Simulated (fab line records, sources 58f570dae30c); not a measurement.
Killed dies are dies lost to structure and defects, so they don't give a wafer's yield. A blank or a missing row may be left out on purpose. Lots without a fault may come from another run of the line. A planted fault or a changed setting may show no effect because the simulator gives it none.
fab line records | flow berkeley_cmos170
record lots=15 wafers=45 last_day=13
route steps=331 shown NLDD@168 PSD@184 CONTACT@234 M2@287 M3@326
lots that met no fault: from a run of the same line without faults
start_h: hours from the record's first day to the start of the lot's first wafer shown | wait_h: hours since the lot's step before | " the same as in the row above | L1.1+2: a row that stands for several wafers | - no value, or no start given | * or withheld: withheld | < > ~ a bound
route shown NAME@n: a module of which the file shows steps, and the number in the route of the first | usual: mean/standard deviation of fault-free wafers | same: alike in all rows | chamber/n: place in a boat | sites: the reading at each site | _std_site: their standard deviation | _edge_site: outer sites' mean less inner sites' | radius_mm: how far each site lies from the wafer's centre | mask NAME#n: copy n | behind: the tool/chamber that last shaped the wafer | hold: why the lot was held/for how many hours/how that ended | device: the transistor (n, p or np) that didn't switch | end of line: the same wafers' tests at the end of the route | a step without rows: its recipe alone | killed: dies lost to structure and defects at the first sort, not the wafer's yield | map: a wafer's dies, x killed, . not, _ none there
set.NAME: the setting as run; set.NAME@STEP: as run at that earlier step | model.NAME: the simulator's own value behind a step, which no gauge read
steps of the route over a sample of lots; a table a step, a row a wafer
services: from which hour (start_h, from the record's first day; less than 0 if before it) a tool's chamber was out of use, for how many hours, and why
## steps
# step UCB170_NLDD_STRIP_10
# recipe chemistry=O2 power_w=400 pressure_mtorr=3500 platen_temp_c=withheld o2_flow_sccm=400 overash_fraction=0.5
# usual chamber_pressure_mTorr=3500/3.3 drypump_motor_current_A=5.7/0.59 oes_product_au=0.735/0.0046 strip_time_to_endpoint_s=21.64/0.063
# columns lot.wafer tool chamber start_h wait_h chamber_pressure_mTorr drypump_motor_current_A oes_product_au rf_hours_counter_h strip_time_to_endpoint_s
L298.2 plasma_asher-01 1 117.27 0.1 3492 6.6 0.739 43 21.61
L298.3 " 1 " " 3501 6.6 0.733 - 21.60
L298.5 " 0 " " 3502 4.9 0.747 - 21.65
L299.3 plasma_asher-03 0 126.99 0.1 3497 6.2 0.735 - 21.71
L299.4 " 1 " " 3503 6.0 0.731 - 21.70
L299.5 " 0 " " 3503 6.2 0.736 - 21.75
L300.2 plasma_asher-03 1 141.79 0.1 3500 5.9 0.735 38 21.72
L300.3 " 0 " " 3500 6.2 0.737 - 21.68
L300.5 " 0 " " 3499 6.2 0.737 - 21.75
L302.1 plasma_asher-02 0 142.12 0.1 3499 5.2 0.737 39 21.61
L302.3 " 1 " " 3501 5.4 0.734 - 21.62
L302.5 " 1 " " 3498 5.4 0.741 - 21.65
L303.1 plasma_asher-01 0 149.77 0.1 - - - - -
L303.2 " 1 " " - - - - -
L303.3 " 1 " " - - - - -
L304.2 plasma_asher-01 1 161.64 0.1 - - - - -
L304.4 " 0 " " - - - - -
L304.6 " 1 " " - - - - -
L306.1 plasma_asher-03 0 168.44 0.1 - - - - -
L306.3 " 1 " " - - - - -
L306.5 " 0 " " - - - - -
L314.1 plasma_asher-02 1 213.78 0.1 3501 5.4 0.736 46 21.67
L314.3 " 0 " " 3495 5.2 0.738 - 21.72
L314.4 " 1 " " 3498 5.4 0.738 - 21.69
L313.1 plasma_asher-03 0 214.03 0.1 3498 6.2 0.737 45 21.60
L313.2 " 1 " " 3501 6.0 0.733 45 21.53
L313.5 " 0 " " 3502 6.2 0.731 - 21.59
L316.3 plasma_asher-02 0 214.32 0.1 3500 5.2 0.733 - 21.66
L316.4 " 1 " " 3498 5.4 0.737 - 21.74
L316.6 " 1 " " 3508 5.4 0.732 - 21.69
L315.1 plasma_asher-03 0 214.52 0.1 3496 6.2 0.734 45 21.58
L315.4 " 1 " " 3509 6.0 0.733 - 21.60
L315.6 " 1 " " 3503 5.9 0.735 - 21.62
L318.1 plasma_asher-01 0 240.17 0.1 3498 4.9 0.734 55 21.57
L318.2 " 1 " " 3502 6.6 0.739 55 21.65
L318.3 " 0 " " 3496 4.9 0.729 - 21.57
L319.1 plasma_asher-01 1 240.67 0.1 3500 6.6 0.732 55 21.69
L319.5 " 1 " " 3499 6.6 0.727 - 21.71
L319.6 " 0 " " 3503 5.0 0.733 - 21.75
L317.3 plasma_asher-02 1 240.94 0.1 3502 5.4 0.732 - 21.62
L317.4 " 0 " " 3497 5.2 0.733 - 21.57
L317.6 " 0 " " 3500 5.2 0.732 - 21.57
L321.1 plasma_asher-01 1 258.09 0.1 3494 6.6 0.743 58 21.56
L321.3 " 0 " " 3503 5.0 0.734 - 21.50
L321.6 " 0 " " 3499 5.0 0.731 - 21.61
# step UCB170_PSD_STRIP_09
# recipe chemistry=O2 power_w=400 pressure_mtorr=3500 platen_temp_c=withheld o2_flow_sccm=400 overash_fraction=0.5
# usual chamber_pressure_mTorr=3500/3.3 drypump_motor_current_A=5.8/0.47 oes_product_au=0.600/0.0044 strip_time_to_endpoint_s=29.41/0.084
# columns lot.wafer tool chamber start_h wait_h chamber_pressure_mTorr drypump_motor_current_A oes_product_au rf_hours_counter_h strip_time_to_endpoint_s
L298.2 plasma_asher-02 0 122.94 0.1 3496 5.2 0.599 37 29.53
L298.3 " 0 " " 3501 5.2 0.601 - 29.54
L298.5 " 1 " " 3501 5.4 0.600 - 29.49
L299.3 plasma_asher-04 1 134.99 0.1 3506 5.6 0.605 - 29.35
L299.4 " 0 " " 3500 6.6 0.598 - 29.44
L299.5 " 0 " " 3501 6.6 0.599 - 29.37
L302.1 plasma_asher-03 1 147.35 0.1 3500 6.0 0.596 39 29.34
L302.3 " 0 " " 3494 6.2 0.600 - 29.40
L302.5 " 1 " " 3498 6.0 0.602 - 29.37
L300.2 plasma_asher-02 1 147.42 0.1 3503 5.4 0.610 40 29.50
L300.3 " 1 " " 3498 5.4 0.596 - 29.45
L300.5 " 1 " " 3502 5.4 0.602 - 29.48
L303.3 plasma_asher-03 0 157.20 0.1 3495 6.2 0.661 - 55.71
L304.4 plasma_asher-04 0 169.27 0.1 3499 6.6 0.673 - 55.74
L304.6 " 0 " " 3497 6.6 0.660 - 55.68
L306.3 plasma_asher-02 1 174.65 0.1 3508 5.4 0.666 - 55.74
L314.1 plasma_asher-04 0 218.40 0.1 3502 6.6 0.597 9 29.45
L314.3 " 1 " " 3501 5.5 0.595 - 29.46
L314.4 " 0 " " 3498 6.6 0.591 - 29.36
L313.1 plasma_asher-03 1 218.43 0.1 3499 5.9 0.600 45 29.45
L313.2 " 0 " " 3501 6.3 0.604 45 29.42
L313.5 " 1 " " 3500 5.9 0.601 - 29.35
L316.3 plasma_asher-02 0 218.70 0.1 3499 5.2 0.601 - 29.35
L316.4 " 1 " " 3497 5.4 0.603 - 29.33
L316.6 " 0 " " 3494 5.2 0.598 - 29.36
L315.1 plasma_asher-04 1 219.39 0.1 3503 5.5 0.599 9 29.48
L315.4 " 0 " " 3500 6.6 0.607 - 29.41
L315.6 " 0 " " 3501 6.6 0.606 - 29.39
L318.1 plasma_asher-03 0 245.71 0.1 3498 6.2 0.606 48 29.43
L318.2 " 1 " " 3499 5.9 0.599 48 29.36
L318.3 " 0 " " 3504 6.2 0.602 - 29.44
L319.1 plasma_asher-04 0 245.98 0.1 3500 6.6 0.608 12 29.45
L319.5 " 1 " " 3505 5.6 0.598 - 29.42
L319.6 " 0 " " 3500 6.6 0.590 - 29.51
L317.3 plasma_asher-02 1 246.83 0.1 3501 5.4 0.606 - 29.31
L317.4 " 0 " " 3505 5.2 0.602 - 29.38
L317.6 " 0 " " 3500 5.2 0.602 - 29.34
L321.1 plasma_asher-03 0 264.33 0.1 3499 6.2 0.598 50 29.55
L321.3 " 1 " " 3499 6.0 0.600 - 29.52
L321.6 " 0 " " 3499 6.3 0.602 - 29.61
# step UCB170_PSD_TW_MEAS_10
# usual PSD_TW=2345/20
# columns lot.wafer tool chamber start_h wait_h PSD_TW
L298.2 film_metro-04 - 123.05 0.1 2349
L298.3 " - " " 2362
L298.5 " - " " 2359
L299.3 film_metro-04 - 135.08 0.1 2339
L299.4 " - " " 2362
L299.5 " - " " 2356
L302.1 film_metro-04 - 147.45 0.1 2356
L302.3 " - " " 2350
L302.5 " - " " 2356
L300.2 film_metro-03 - 147.53 0.1 2346
L300.3 " - " " 2340
L300.5 " - " " 2340
L303.3 film_metro-03 - 157.28 0.1 30
L304.4 film_metro-01 - 169.37 0.1 30
L304.6 " - " " 30
L306.3 film_metro-01 - 174.74 0.1 30
L314.1 film_metro-04 - 218.50 0.1 2379
L314.3 " - " " 2373
L314.4 " - " " 2371
L313.1 film_metro-01 - 218.53 0.1 2319
L313.2 " - " " 2345
L313.5 " - " " 2330
L316.3 film_metro-03 - 218.79 0.1 2366
L316.4 " - " " 2357
L316.6 " - " " 2377
L315.1 film_metro-04 - 219.49 0.1 2359
L315.4 " - " " 2366
L315.6 " - " " 2378
L318.1 film_metro-01 - 245.81 0.1 2318
L318.2 " - " " 2337
L318.3 " - " " 2345
L319.1 film_metro-04 - 246.08 0.1 2341
L319.5 " - " " 2344
L319.6 " - " " 2349
L317.3 film_metro-01 - 246.92 0.1 2332
L317.4 " - " " 2333
L317.6 " - " " 2333
L321.1 film_metro-03 - 264.43 0.1 2344
L321.3 " - " " 2351
L321.6 " - " " 2349
# step UCB170_CONTACT_ETCH_18
# recipe chemistry=CHF3/CF4/Ar target=PSG stop_on=TiSi2 CHF3_flow_sccm=45 cf4_flow_sccm=15 Ar_flow_sccm=150 pressure_mtorr=200 rf_w=700 target_depth_a=8400 over_etch_frac=0.2 time_s=195
# usual drypump_motor_current_A=5.7/0.45 oes_product_au=0.894/0.015 throttle_valve_pct=6.95/0.14
# columns lot.wafer tool chamber start_h wait_h drypump_motor_current_A oes_product_au rf_hours_counter_h throttle_valve_pct
L298.2 rie_diel-01 0 - - 6.8 0.872 8 6.72
L298.3 " 1 " " 4.9 0.919 19 6.76
L298.5 " 0 " " 6.8 0.872 - 6.73
L299.3 rie_diel-04 2 - - 5.9 0.881 65 7.01
L299.4 " 1 " " 5.6 0.876 133 7.11
L299.5 " 0 " " 5.5 0.898 - 6.95
L302.1 rie_diel-01 0 - - 6.8 0.858 8 6.73
L302.3 " 3 " " 6.6 0.901 42 7.15
L302.5 " 1 " " 5.0 0.910 - 6.74
L300.2 rie_diel-04 0 - - 5.5 0.899 19 6.94
L300.3 " 1 " " 5.6 0.886 134 7.12
L300.5 " 1 " " 5.6 0.872 - 7.11
L303.3 rie_diel-04 3 - - 5.8 0.877 8 6.96
L304.4 rie_diel-02 3 - - 5.8 0.905 - 6.73
L304.6 " 1 " " 5.6 0.906 - 7.01
L306.3 rie_diel-04 3 - - 5.8 0.876 9 6.97
L314.1 rie_diel-04 3 - - 5.8 0.886 11 6.98
L314.3 " 2 " " 5.9 0.882 68 7.03
L314.4 " 1 " " 5.6 0.878 137 7.11
L315.1 rie_diel-02 3 - - 5.8 0.891 12 6.72
L315.4 " 2 " " 5.1 0.910 68 6.86
L315.6 " 3 " " 5.8 0.893 - 6.72
L313.1 rie_diel-04 0 - - 5.6 0.898 22 6.94
L313.2 " 2 " " 5.9 0.878 68 7.06
L313.5 " 3 " " 5.8 0.883 - 6.96
L316.3 rie_diel-02 0 - - 5.5 0.918 79 7.09
L316.4 " 1 " " 5.6 0.911 8 7.02
L316.6 " 1 " " 5.6 0.907 - 7.03
L318.1 rie_diel-02 0 - - 5.5 0.918 80 7.09
L318.2 " 3 " " 5.8 0.887 14 6.72
L318.3 " 1 " " 5.6 0.906 10 7.01
L319.1 rie_diel-02 1 - - 5.6 0.901 10 7.02
L319.5 " 0 " " 5.4 0.905 - 7.07
L319.6 " 1 " " 5.6 0.895 - 7.02
L317.3 rie_diel-02 0 - - 5.5 0.914 81 7.10
L317.4 " 1 " " 5.6 0.894 - 7.01
L317.6 " 0 " " 5.4 0.908 - 7.10
L321.1 rie_diel-04 0 - - 5.6 0.891 24 6.94
L321.3 " 2 " " 5.9 0.872 71 7.04
L321.6 " 0 " " 5.5 0.902 - 6.95
# step UCB170_M2_OVL_MEAS_16
# usual M2_OVL=-2/4.5
# columns lot.wafer tool chamber start_h wait_h M2_OVL[nm]
L298.2 overlay-02 - 143.16 0.1 -3
L298.3 " - " " -5
L298.5 " - " " -10
L299.3 overlay-01 - 155.72 0.1 -3
L299.4 " - " " -3
L299.5 " - " " -5
L302.1 overlay-02 - 170.17 0.1 -3
L302.3 " - " " -4
L302.5 " - " " -3
L300.2 overlay-01 - 170.42 0.1 -10
L300.3 " - " " -10
L300.5 " - " " 0
L303.3 overlay-02 - 179.55 0.1 -2
L304.4 overlay-02 - 192.93 0.1 6
L304.6 " - " " -3
L306.3 overlay-01 - 193.55 0.1 1
L315.1 overlay-01 - 246.47 0.1 -6
L315.4 " - " " -11
L315.6 " - " " -10
L314.1 overlay-01 - 246.92 0.1 0
L314.3 " - " " -5
L314.4 " - " " -7
L313.1 overlay-02 - 247.47 0.1 -5
L313.2 " - " " 0
L313.5 " - " " -3
L316.3 overlay-01 - 247.72 0.1 -2
L316.4 " - " " -6
L316.6 " - " " -5
L317.3 overlay-02 - 269.91 0.1 -2
L317.4 " - " " -9
L317.6 " - " " 0
L318.1 overlay-01 - 269.96 0.1 -1
L318.2 " - " " 2
L318.3 " - " " 2
L319.1 overlay-01 - 270.63 0.1 -4
L319.5 " - " " 6
L319.6 " - " " 6
L321.1 overlay-02 - 293.86 0.1 -3
L321.3 " - " " -7
L321.6 " - " " -4
# step UCB170_M3_ETCH_17
# recipe chemistry=N2/H2 target_depth_a=withheld overetch_a=withheld target=BARC time_s=withheld source_w=500 bias_w=100 pressure_mtorr=30 n2_flow_sccm=100 h2_flow_sccm=200
# usual drypump_motor_current_A=5.8/0.56 oes_product_au=0.992/0.019 throttle_valve_pct=13.33/0.21
# columns lot.wafer tool chamber start_h wait_h drypump_motor_current_A oes_product_au throttle_valve_pct
L298.2 rie_diel-01 3 148.37 0.0 6.6 0.982 13.60
L298.3 " 0 " " 6.8 0.973 13.07
L298.5 " 0 " " 6.8 0.965 13.07
L299.3 rie_diel-01 3 162.26 0.0 6.5 1.001 13.60
L299.4 " 2 " " 5.7 1.005 13.51
L299.5 " 1 " " 5.0 1.023 13.05
L300.2 rie_diel-04 1 176.66 0.0 5.6 0.973 13.53
L300.3 " 3 " " 5.8 0.993 13.36
L300.5 " 2 " " 5.9 0.990 13.53
L302.1 rie_diel-03 0 176.94 0.0 5.2 0.996 13.07
L302.3 " 1 " " 5.9 0.985 13.05
L302.5 " 1 " " 5.9 0.980 13.04
L303.3 rie_diel-03 0 184.55 0.0 5.3 1.010 13.06
L304.4 rie_diel-01 3 198.25 0.0 6.6 0.989 13.59
L304.6 " 0 " " 6.8 0.964 13.07
L306.3 rie_diel-03 3 198.56 0.0 5.6 0.987 13.32
L315.1 rie_diel-01 3 253.26 0.0 6.6 1.004 13.60
L315.4 " 2 " " 5.7 1.013 13.50
L315.6 " 2 " " 5.6 1.005 13.49
L314.1 rie_diel-04 2 253.98 0.0 5.9 0.992 13.53
L314.3 " 1 " " 5.6 0.974 13.53
L314.4 " 0 " " 5.5 0.988 13.40
L313.1 rie_diel-04 3 254.75 0.0 5.8 0.981 13.36
L313.2 " 1 " " 5.6 0.966 13.53
L313.5 " 2 " " 5.9 0.983 13.51
L316.3 rie_diel-01 2 254.98 0.0 5.6 1.012 13.51
L316.4 " 1 " " 4.9 1.020 13.04
L316.6 " 2 " " 5.6 1.009 13.51
L317.3 rie_diel-01 0 276.19 0.0 6.8 0.966 13.08
L317.4 " 3 " " 6.5 1.005 13.60
L317.6 " 3 " " 6.5 0.997 13.60
L318.1 rie_diel-01 3 276.76 0.0 6.6 0.996 13.59
L318.2 " 1 " " 5.0 1.018 13.04
L318.3 " 2 " " 5.7 0.985 13.51
L319.1 rie_diel-01 2 277.01 0.0 5.7 1.001 13.51
L319.5 " 0 " " 6.9 0.970 13.06
L319.6 " 1 " " 4.9 1.029 13.06
L321.1 rie_diel-04 0 300.10 0.0 5.6 0.982 13.39
L321.3 " 2 " " 5.9 0.991 13.53
L321.6 " 1 " " 5.6 0.987 13.49
## services
# columns tool chamber start_h hours kind
rie_diel-04 2 95.52 4.8 repair
rie_diel-04 1 105.22 2.9 repair
plasma_asher-04 - 108.84 9.0 pm
rie_diel-02 0 113.63 4.7 repair
rie_diel-04 - 114.44 0.8 repair
rie_diel-02 3 115.85 3.2 repair
rie_diel-03 3 123.13 4.3 repair
rie_diel-04 1 131.45 6.1 repair
rie_diel-01 - 133.07 14.6 pm
plasma_asher-02 - 150.46 2.8 pm
rie_diel-03 1 153.07 10.0 repair
plasma_asher-04 - 153.72 8.6 repair
rie_diel-02 3 154.08 1.4 repair
rie_diel-01 2 154.18 4.9 repair
rie_diel-04 3 158.59 4.3 repair
rie_diel-02 2 178.29 4.7 repair
rie_diel-02 3 216.03 5.9 repair
plasma_asher-03 - 219.91 0.7 repair
rie_diel-03 - 228.66 0.5 repair
rie_diel-02 - 247.88 0.2 repair
rie_diel-02 2 252.60 14.7 repair
plasma_asher-02 - 284.74 0.5 repair
rie_diel-01 1 287.91 2.6 repair
plasma_asher-03 - 290.12 3.4 repair
## key
first_sign step=UCB170_NLDD_STRIP_10 reading=tool_record direction=missing
effect step=UCB170_PSD_STRIP_09 reading=strip_time_to_endpoint_s direction=up sigmas=99+ usual=* struck=*
effect step=UCB170_PSD_TW_MEAS_10 reading=PSD_TW direction=down sigmas=99+ usual=2345 struck=30
met_at UCB170_NLDD_STRIP_10
struck_lots L303,L304,L306
later_rows_left_out L303.1,L303.2,L304.2,L306.1,L306.5
sort_left_out L303.1,L303.2,L303.3,L304.2,L304.4,L304.6,L306.1,L306.3,L306.5
tester_left_out L303,L304,L306
not_acting_at UCB170_CONTACT_ETCH_18,UCB170_M2_OVL_MEAS_16,UCB170_M3_ETCH_17
onset_between 141.79 149.77
fault kind=skipped_step_whole tool=plasma_asher-01,plasma_asher-03 chamber=- onset_h=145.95 steps=UCB170_NLDD_STRIP_10 scope=struck_lots_only
# tester_left_out: of these lots the tester's yield and bins aren't shown, on N5 and GAA mostly nor the transistor test; their killed dies are dies lost to structure and defects alone, not to doping, threshold or leakage, so they don't give the yield
# sort_left_out: the simulated sort isn't trusted on such a fault, so these wafers' sort isn't shown, and their yield isn't known
# later_rows_left_out: the simulator's readings of these wafers behind a module that went badly wrong aren't trusted and aren't shown, but for the sort
